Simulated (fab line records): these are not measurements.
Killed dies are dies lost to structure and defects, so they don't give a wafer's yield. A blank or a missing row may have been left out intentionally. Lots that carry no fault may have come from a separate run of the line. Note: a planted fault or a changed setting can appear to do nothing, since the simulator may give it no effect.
Which tool did it? / flow ritCmos / 6 lots with 18 wafers sampled at 2 steps, on a route of 202 steps

== WHAT THE GAUGES READ, wafer by wafer ==
RIT_NRETRO_OVL_MEAS_06.
lot=L704; measured=day 2 20:23; on=overlay-02; NRETRO_OVL (nm)=- - -
lot=L712; measured=day 4 11:44; on=overlay-02; NRETRO_OVL (nm)=2.1 1.5 0.2
lot=L715; measured=day 5 03:55; on=overlay-01; NRETRO_OVL (nm)=-0.9 -2.1 -0.9
lot=L717; measured=day 5 13:54; on=overlay-01; NRETRO_OVL (nm)=-0.3 -0.7 1.8
lot=L720; measured=day 6 04:18; on=overlay-02; NRETRO_OVL (nm)=-0.9 0.2 -1.0
lot=L723; measured=day 6 19:33; on=overlay-01; NRETRO_OVL (nm)=2.3 1.1 2.8

== EACH LOT AND THE TOOL THAT RAN IT (in order: tool; ch and the chambers of the sampled wafers; start) ==
lot=L704; RIT_NRETRO_EXPOSE_03=ilineStepper-02 ch 0, day 2 19:57
lot=L712; RIT_NRETRO_EXPOSE_03=ilineStepper-01 ch 0, day 4 11:20
lot=L715; RIT_NRETRO_EXPOSE_03=ilineStepper-01 ch 0, day 5 03:29
lot=L717; RIT_NRETRO_EXPOSE_03=ilineStepper-02 ch 0, day 5 13:29
lot=L720; RIT_NRETRO_EXPOSE_03=ilineStepper-02 ch 0, day 6 03:55
lot=L723; RIT_NRETRO_EXPOSE_03=ilineStepper-02 ch 0, day 6 19:10
- RIT_NRETRO_EXPOSE_03: exposes mask M4, target cd 43900 nm.

== THE ANSWER, worked out from the rows above alone ==
Rule: what is usual is taken from the lots themselves. The widest of any qualifying gaps counts: lots, ordered by their means at a reading, are off when they make up no more than a third of the lots, leave a main group of 4 or more, and stand apart from it by 3 or more times the standard deviation of that group's means. A main group is skipped when, at the precision printed for the reading in the tables above, its means are all equal. A lot without any number at a reading at which 4 lots or more have one is off too. Any other lot the step has rows for is counted as sound.
Off: L704, seen at RIT_NRETRO_OVL_MEAS_06 (NRETRO_OVL). Without a number there: L704. Main group: mean 0.3 nm, sd 1.2.
If a tool, at a process step before that reading, ran all the lots that are off and no sound lot after the first of them, it fits. Gauges at RIT_NRETRO_OVL_MEAS_06: tried the same way as those tools. None of those tried fits.

== WHAT HAD BEEN PUT IN BY THE SIMULATOR ==
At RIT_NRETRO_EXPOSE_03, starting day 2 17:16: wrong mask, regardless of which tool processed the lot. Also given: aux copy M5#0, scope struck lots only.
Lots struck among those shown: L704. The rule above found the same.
